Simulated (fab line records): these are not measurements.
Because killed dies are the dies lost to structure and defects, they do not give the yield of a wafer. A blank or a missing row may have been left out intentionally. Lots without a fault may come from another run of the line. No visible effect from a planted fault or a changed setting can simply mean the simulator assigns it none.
fab line records	flow ritCmos
record lots=5	wafers=15	lastDay=7
route steps=202 shown PSD@150 SDANNEAL@153 NSD@158 PLDD@159 NLDD@160 SILICIDE@161 M1@202
lots that met no fault: taken from a fault-free run of the same line
startH: the number of hours between the record's first day and the start of the first shown wafer of the lot	waitH: how many hours have passed since the lot's step before this one	" as in the row above	L1.1+2: one row covering several wafers at once	- no value, or no start given	* or withheld: withheld	< > ~ a bound
route shown NAME@n: names a module that has steps shown in the file, with the first one's number in the route	usual: average and standard deviation across the fault-free wafers	same: alike in all rows	chamber/n: place in a boat	sites: per-site readings	_std_site: standard deviation across them	_edge_site: inner sites' mean taken away from outer sites' mean	radiusMm: how far each site lies from the wafer's centre	mask NAME#n: copy n	behind: tool/chamber where the wafer was last shaped	hold: reason for holding the lot/hours on hold/outcome of the hold	device: transistor that didn't switch, given as n, p or np	end of line: tests run on the same wafers once the route is complete	a step with no rows: only its recipe	killed: dies that structure and defects cost at the first sort, which is not the same as the wafer's yield	map: the dies of a wafer, with x for killed, . for not killed, _ for no die there
set.NAME: the setting that was run; set.NAME@STEP: the one run at that earlier step	model.NAME: the simulator's own value behind a step, which no gauge read
lots at some steps of the route; a table a step, a row a wafer
services: the hour from which a tool's chamber was out of use, counted from the record's first day as startH (under 0 if before that day), plus the number of hours and why
## steps
# step RIT_PSD_IMPLANT_08
# recipe species=BF2	energyKev=27	doseCm2=5e+15	tiltDeg=7
# step RIT_PSD_STRIP_09
# recipe chemistry=O2	timeS=180	resist=NOVOLAK	platenTempC=withheld	powerW=500	pressureMtorr=4000	o2FlowSccm=4000
# usual drypumpMotorCurrentA=5.6/0.34	rfReflPowerW=6.2/0.95
lot.wafer	tool	chamber	startH	waitH	drypumpMotorCurrentA	rfHoursCounterH	rfReflPowerW
L455.1	plasmaAsher-04	1	80.95	0.1	5.5	28	6.0
L455.3	"	0	"	"	5.0	-	6.4
L455.4	"	1	"	"	5.5	-	5.9
L457.1	plasmaAsher-01	1	91.00	0.1	5.7	44	5.9
L457.2	"	0	"	"	6.1	44	5.3
L457.4	"	1	"	"	5.7	-	5.8
L463.4	plasmaAsher-04	1	116.23	0.1	5.5	-	5.7
L463.5	"	1	"	"	5.5	-	5.8
L463.6	"	0	"	"	5.0	-	6.3
L466.3	plasmaAsher-02	0	130.85	0.1	5.7	-	7.9
L466.4	"	1	"	"	5.8	-	5.8
L466.6	"	0	"	"	5.8	-	7.9
L470.4	plasmaAsher-02	1	154.24	0.1	5.9	-	5.5
L470.5	"	1	"	"	5.9	-	5.7
L470.6	"	0	"	"	5.7	-	8.3
# step RIT_PSD_TW_MEAS_10
# usual PSD_TW=3406/29
lot.wafer	tool	chamber	startH	waitH	PSD_TW
L455.1	filmMetro-02	-	81.12	0.1	3448
L455.3	"	-	"	"	3432
L455.4	"	-	"	"	3416
L457.1	filmMetro-04	-	91.17	0.1	3406
L457.2	"	-	"	"	3436
L457.4	"	-	"	"	3412
L463.4	filmMetro-03	-	116.38	0.1	3367
L463.5	"	-	"	"	3386
L463.6	"	-	"	"	3353
L466.3	filmMetro-03	-	130.99	0.1	3371
L466.4	"	-	"	"	3344
L466.6	"	-	"	"	3357
L470.4	filmMetro-04	-	154.38	0.1	3419
L470.5	"	-	"	"	3419
L470.6	"	-	"	"	3403
# step RIT_SDANNEAL_CLEAN_00
# recipe chemistry=SC1	mix=3:3:50	timeS=600	tempC=73.85
# step RIT_SDANNEAL_CLEAN_01
# recipe chemistry=dHF	dilution=50:1	timeS=30
# step RIT_SDANNEAL_CLEAN_02
# recipe chemistry=SC2	mix=3:3:50	timeS=600	tempC=75	dry=n2Spin
# step RIT_SDANNEAL_RTA_03
# recipe tempC=1050	timeS=5	idleTempC=600	rampUpCPerS=342	rampDownCPerS=171	coolToC=600	ambient=N2
# usual wafer_temp_C_max=1053.5/1.1
lot.wafer	tool	chamber	startH	waitH	wafer_temp_C_max
L455.1	rtpAnneal-01	0	81.59	0.0	1053.4
L455.3	"	0	"	"	1051.4
L455.4	"	0	"	"	1053.0
L457.1	rtpAnneal-02	0	91.62	0.0	1055.1
L457.2	"	0	"	"	1054.0
L457.4	"	0	"	"	1053.2
L463.4	rtpAnneal-02	0	116.80	0.0	1054.9
L463.5	"	0	"	"	1051.5
L463.6	"	0	"	"	1052.4
L466.3	rtpAnneal-02	0	131.43	0.0	1056.9
L466.4	"	0	"	"	1053.2
L466.6	"	0	"	"	1052.0
L470.4	rtpAnneal-02	0	154.84	0.0	1053.9
L470.5	"	0	"	"	1052.9
L470.6	"	0	"	"	1053.2
# step RIT_SDANNEAL_RS_MEAS_04
# recipe thkMeasGauge=four-point-probe
# usual PSD_RS=115.9/0.33
lot.wafer	tool	chamber	startH	waitH	PSD_RS[ohm/sq]
L455.1	filmMetro-04	-	81.64	0.0	116.3
L455.3	"	-	"	"	116.2
L455.4	"	-	"	"	116.0
L457.1	filmMetro-03	-	91.68	0.0	116.6
L457.2	"	-	"	"	116.2
L457.4	"	-	"	"	116.4
L463.4	filmMetro-04	-	116.89	0.1	115.9
L463.5	"	-	"	"	115.7
L463.6	"	-	"	"	115.7
L466.3	filmMetro-03	-	131.51	0.1	115.8
L466.4	"	-	"	"	115.8
L466.6	"	-	"	"	115.7
L470.4	filmMetro-03	-	154.93	0.1	116.0
L470.5	"	-	"	"	116.3
L470.6	"	-	"	"	116.1
# step RIT_SDANNEAL_RS_MEAS_05
# recipe thkMeasGauge=four-point-probe
# usual NSD_RS=84.7/0.31
lot.wafer	tool	chamber	startH	waitH	NSD_RS[ohm/sq]
L455.1	filmMetro-04	-	81.76	0.1	84.5
L455.3	"	-	"	"	84.3
L455.4	"	-	"	"	84.8
L457.1	filmMetro-03	-	91.80	0.1	85.1
L457.2	"	-	"	"	85.0
L457.4	"	-	"	"	85.1
L463.4	filmMetro-04	-	117.01	0.1	84.7
L463.5	"	-	"	"	84.5
L463.6	"	-	"	"	84.5
L466.3	filmMetro-03	-	131.63	0.1	84.9
L466.4	"	-	"	"	84.8
L466.6	"	-	"	"	85.2
L470.4	filmMetro-03	-	155.05	0.1	84.9
L470.5	"	-	"	"	84.7
L470.6	"	-	"	"	84.7
# step RIT_SDANNEAL_RS_MEAS_06
# recipe thkMeasGauge=four-point-probe
# usual PLDD_RS=178.7/0.54
lot.wafer	tool	chamber	startH	waitH	PLDD_RS[ohm/sq]
L455.1	filmMetro-04	-	81.88	0.1	179.3
L455.3	"	-	"	"	178.8
L455.4	"	-	"	"	178.9
L457.1	filmMetro-03	-	91.92	0.1	179.7
L457.2	"	-	"	"	179.5
L457.4	"	-	"	"	178.9
L463.4	filmMetro-04	-	117.13	0.1	177.7
L463.5	"	-	"	"	178.0
L463.6	"	-	"	"	178.4
L466.3	filmMetro-03	-	131.75	0.1	178.6
L466.4	"	-	"	"	178.2
L466.6	"	-	"	"	178.2
L470.4	filmMetro-03	-	155.17	0.1	179.3
L470.5	"	-	"	"	179.2
L470.6	"	-	"	"	179.2
# step RIT_SDANNEAL_RS_MEAS_07
# recipe thkMeasGauge=four-point-probe
# usual NLDD_RS=152.1/0.54
lot.wafer	tool	chamber	startH	waitH	NLDD_RS[ohm/sq]
L455.1	filmMetro-04	-	82.00	0.1	152.5
L455.3	"	-	"	"	152.0
L455.4	"	-	"	"	151.9
L457.1	filmMetro-03	-	92.04	0.1	152.1
L457.2	"	-	"	"	152.0
L457.4	"	-	"	"	152.5
L463.4	filmMetro-04	-	117.25	0.1	151.6
L463.5	"	-	"	"	152.1
L463.6	"	-	"	"	151.7
L466.3	filmMetro-03	-	131.87	0.1	151.2
L466.4	"	-	"	"	151.6
L466.6	"	-	"	"	151.8
L470.4	filmMetro-03	-	155.29	0.1	152.1
L470.5	"	-	"	"	151.8
L470.6	"	-	"	"	152.1
# step RIT_SILICIDE_WET_ETCH_00
# recipe chemistry=BOE	target=SiO2	targetDepthNm=14	timeS=15	dry=n2Spin	dilution=10:1	tempC=21.5
# step RIT_SILICIDE_SPUTTER_01
# recipe material=Ti	targetThkNm=30	powerW=350	chamberPressurePa=0.667	gas=Ar	timeS=240	substrateTempC=25
# usual throttleValvePct=29.8/1.1
lot.wafer	tool	chamber	startH	waitH	throttleValvePct	model.Ti_of_SILICIDE_SPUTTER_01.thkNm
L455.1	pvdSputter-03	-	82.14	0.0	31.4	30.11
L455.3	"	-	"	"	30.7	30.17
L455.4	"	-	"	"	28.0	29.98
L457.1	pvdSputter-01	-	92.17	0.0	31.8	30.5
L457.2	"	-	"	"	29.5	30.68
L457.4	"	-	"	"	29.4	30.36
L463.4	pvdSputter-01	-	117.33	0.0	29.5	29.25
L463.5	"	-	"	"	29.2	30.29
L463.6	"	-	"	"	29.4	29.33
L466.3	pvdSputter-03	-	131.96	0.0	27.8	30.46
L466.4	"	-	"	"	29.2	30.55
L466.6	"	-	"	"	27.9	30.27
L470.4	pvdSputter-04	-	155.37	0.0	28.9	29.97
L470.5	"	-	"	"	28.8	29.81
L470.6	"	-	"	"	28.9	30.38
# step RIT_SILICIDE_RS_MEAS_02
# recipe thkMeasGauge=four-point-probe	reads=Ti_of_SILICIDE_SPUTTER_01
# usual SILICIDE_TI_RS=47.6/0.66
lot.wafer	tool	chamber	startH	waitH	SILICIDE_TI_RS[ohm/sq]
L455.1	filmMetro-01	-	82.29	0.1	47.8
L455.3	"	-	"	"	47.5
L455.4	"	-	"	"	47.9
L457.1	filmMetro-01	-	92.32	0.1	47.0
L457.2	"	-	"	"	46.6
L457.4	"	-	"	"	47.3
L463.4	filmMetro-02	-	117.54	0.1	49.4
L463.5	"	-	"	"	47.2
L463.6	"	-	"	"	49.3
L466.3	filmMetro-03	-	132.15	0.1	47.0
L466.4	"	-	"	"	46.9
L466.6	"	-	"	"	47.4
L470.4	filmMetro-02	-	155.58	0.1	47.9
L470.5	"	-	"	"	48.2
L470.6	"	-	"	"	47.1
# step RIT_SILICIDE_THK_MEAS_03
# recipe thkMeasGauge=xrf	reads=Ti_of_SILICIDE_SPUTTER_01
# usual SILICIDE_TI_THK=30.2/0.35
lot.wafer	tool	chamber	startH	waitH	SILICIDE_TI_THK[nm]
L455.1	filmMetro-01	-	82.41	0.1	30.2
L455.3	"	-	"	"	30.3
L455.4	"	-	"	"	30.2
L457.1	filmMetro-01	-	92.44	0.1	30.7
L457.2	"	-	"	"	30.9
L457.4	"	-	"	"	30.4
L463.4	filmMetro-02	-	117.63	0.1	29.5
L463.5	"	-	"	"	30.6
L463.6	"	-	"	"	29.7
L466.3	filmMetro-03	-	132.25	0.1	30.4
L466.4	"	-	"	"	30.7
L466.6	"	-	"	"	30.2
L470.4	filmMetro-02	-	155.67	0.1	30.0
L470.5	"	-	"	"	29.8
L470.6	"	-	"	"	30.4
# step RIT_M1_PROBE_99
# usual killedAtContacts=0.1/0.31	killedAtFrontEnd=8/3.1	killedDies=8/3.2	killedOpen=3.9/2.2	killedShort=3.8/2.1
# same grossDies=264	killed_at_M0_to_M3=0	killed_at_M4_up=0	killedAtBackSide=0	killedAtOther=0
lot.wafer	tool	chamber	startH	waitH	killedAtContacts	killedAtFrontEnd	killedDies	killedOpen	killedShort	model.etest.npolyLine.rsOhmSq	model.etest.ppolyLine.rsOhmSq	model.etest.npolySal.rsOhmSq	model.etest.ppolySal.rsOhmSq	model.etest.pplusSal.rsOhmSq	model.etest.nplusSal.rsOhmSq	model.etest.pplusSal.lineOhmUm	model.etest.nplusSal.lineOhmUm
L455.1	prober-02	-	89.03	0.1	1	4	5	1	4	17.09	16.59	4.311	4.307	4.317	4.292	1.232	1.256
L455.3	prober-02	-	89.13	0.2	0	8	8	4	4	17.07	16.34	4.314	4.264	4.276	4.284	1.259	1.234
L455.4	prober-02	-	89.18	0.2	0	4	4	3	1	17.1	16.59	4.396	4.316	4.346	4.309	1.246	1.243
L457.1	prober-01	-	99.05	0.1	0	6	6	3	3	16.9	16.31	4.297	4.278	4.24	4.253	1.248	1.245
L457.2	prober-01	-	99.10	0.1	0	5	5	4	1	16.8	16.29	4.256	4.245	4.244	4.223	1.236	1.232
L457.4	prober-01	-	99.20	0.2	0	8	8	2	6	16.79	16.43	4.272	4.273	4.259	4.243	1.218	1.237
L463.4	prober-01	-	124.39	0.2	0	2	2	1	1	17.37	16.71	4.463	4.403	4.415	4.365	1.265	1.265
L463.5	prober-01	-	124.44	0.2	0	12	12	7	5	16.95	16.44	4.324	4.271	4.259	4.246	1.228	1.226
L463.6	prober-01	-	124.49	0.2	0	6	6	4	2	17.33	16.75	4.416	4.411	4.375	4.359	1.267	1.275
L466.3	prober-02	-	139.14	0.2	0	8	8	5	3	16.91	16.33	4.313	4.251	4.289	4.242	1.247	1.246
L466.4	prober-02	-	139.19	0.2	0	11	11	5	6	16.76	16.16	4.28	4.235	4.239	4.233	1.239	1.217
L466.6	prober-02	-	139.29	0.2	0	5	5	3	2	16.99	16.35	4.336	4.301	4.265	4.285	1.251	1.24
L470.4	prober-02	-	162.47	0.2	0	2	2	1	1	17.2	16.46	4.42	4.339	4.333	4.316	1.258	1.249
L470.5	prober-02	-	162.52	0.2	0	4	4	0	4	16.99	16.58	4.399	4.36	4.33	4.317	1.279	1.282
L470.6	prober-02	-	162.57	0.2	0	5	5	3	2	16.7	16.27	4.302	4.313	4.294	4.279	1.247	1.238
# killed by level:class
L455.1 REOX:geometricParticle:short=2 FOX1:geometricParticle:open=1 GATE:geometricParticle:short=1 CONTACT:geometricParticle:short=1
L455.3 FOX2:geometricParticle:short=2 GATE:geometricParticle:open=2 FOX1:geometricParticle:open=1 GATE:geometricParticle:short=1 SPACER:geometricParticle:short=1 SPACER:geometricParticle:open=1
L455.4 SPACER:geometricParticle:open=2 FOX1:geometricParticle:open=1 SPACER:geometricParticle:short=1
L457.1 FOX2:geometricParticle:short=1 GATE:geometricParticle:short=1 GATE:geometricParticle:open=1 SPACER:geometricParticle:open=1 SILICIDE:geometricParticle:open=1 SILICIDE:geometricParticle:short=1
L457.2 GATE:geometricParticle:open=2 REOX:geometricParticle:open=1 SPACER:geometricParticle:open=1 SILICIDE:geometricParticle:short=1
L457.4 REOX:geometricParticle:short=2 SPACER:geometricParticle:short=2 FOX1:geometricParticle:open=1 FOX2:geometricParticle:short=1 GATE:geometricParticle:short=1 SPACER:geometricParticle:open=1
L463.4 GATE:geometricParticle:open=1 REOX:geometricParticle:short=1
L463.5 REOX:geometricParticle:short=3 GATE:geometricParticle:open=2 REOX:geometricParticle:open=2 SILICIDE:geometricParticle:short=2 FOX1:geometricParticle:open=1 FOX2:geometricParticle:open=1 SILICIDE:geometricParticle:open=1
L463.6 GATE:geometricParticle:open=4 GATE:geometricParticle:short=1 SILICIDE:geometricParticle:short=1
L466.3 GATE:geometricParticle:open=5 REOX:geometricParticle:short=2 FOX1:geometricParticle:short=1
L466.4 GATE:geometricParticle:open=2 SPACER:geometricParticle:short=2 FOX1:geometricParticle:open=1 FOX2:geometricParticle:short=1 GATE:geometricParticle:short=1 REOX:geometricParticle:open=1 REOX:geometricParticle:short=1 SPACER:geometricParticle:open=1
L466.6 GATE:geometricParticle:open=3 FOX2:geometricParticle:short=1 REOX:geometricParticle:short=1
L470.4 SPACER:geometricParticle:open=1 SILICIDE:geometricParticle:short=1
L470.5 FOX1:geometricParticle:short=2 GATE:geometricParticle:short=1 REOX:geometricParticle:short=1
L470.6 GATE:geometricParticle:open=2 FOX1:geometricParticle:open=1 GATE:geometricParticle:short=1 REOX:geometricParticle:short=1
## services
tool	chamber	startH	hours	kind
plasmaAsher-02	-	72.75	2.8	pm
plasmaAsher-01	-	108.90	9.0	pm
plasmaAsher-01	0	108.90	9.0	ventCycle
plasmaAsher-01	1	108.90	9.0	ventCycle
plasmaAsher-01	0	117.90	-	clean
plasmaAsher-01	1	117.90	-	clean
plasmaAsher-04	-	132.08	5.2	repair
## key
firstSign step=RIT_SILICIDE_RS_MEAS_02	reading=SILICIDE_TI_RS	direction=up	sigmas=2.7	usual=47.6	struck=49.3
effect none on later readings
modelEffect step=RIT_SILICIDE_SPUTTER_01	value=Ti_of_SILICIDE_SPUTTER_01.thkNm	without=30.17	struck=29.29
modelEffect step=RIT_M1_PROBE_99	value=etest.npolyLine.rsOhmSq	without=16.99	struck=17.35
metAt RIT_SILICIDE_SPUTTER_01
struckWafers L463.4,L463.6
testerLeftOut L463
onsetBetween 92.17 117.33
fault kind=processParameterDrift	tool=pvdSputter-01	chamber=-	onsetH=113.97	steps=RIT_SILICIDE_SPUTTER_01	channel=targetThkNm	offset=-0.87906	shape=step	endH=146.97	stated=30	scope=struckWafersOnly
# testerLeftOut: of these lots the tester's yield and bins aren't shown, on N5 and GAA mostly nor the transistor test; their killed dies are dies lost to structure and defects alone, not to doping, threshold or leakage, so they don't give the yield
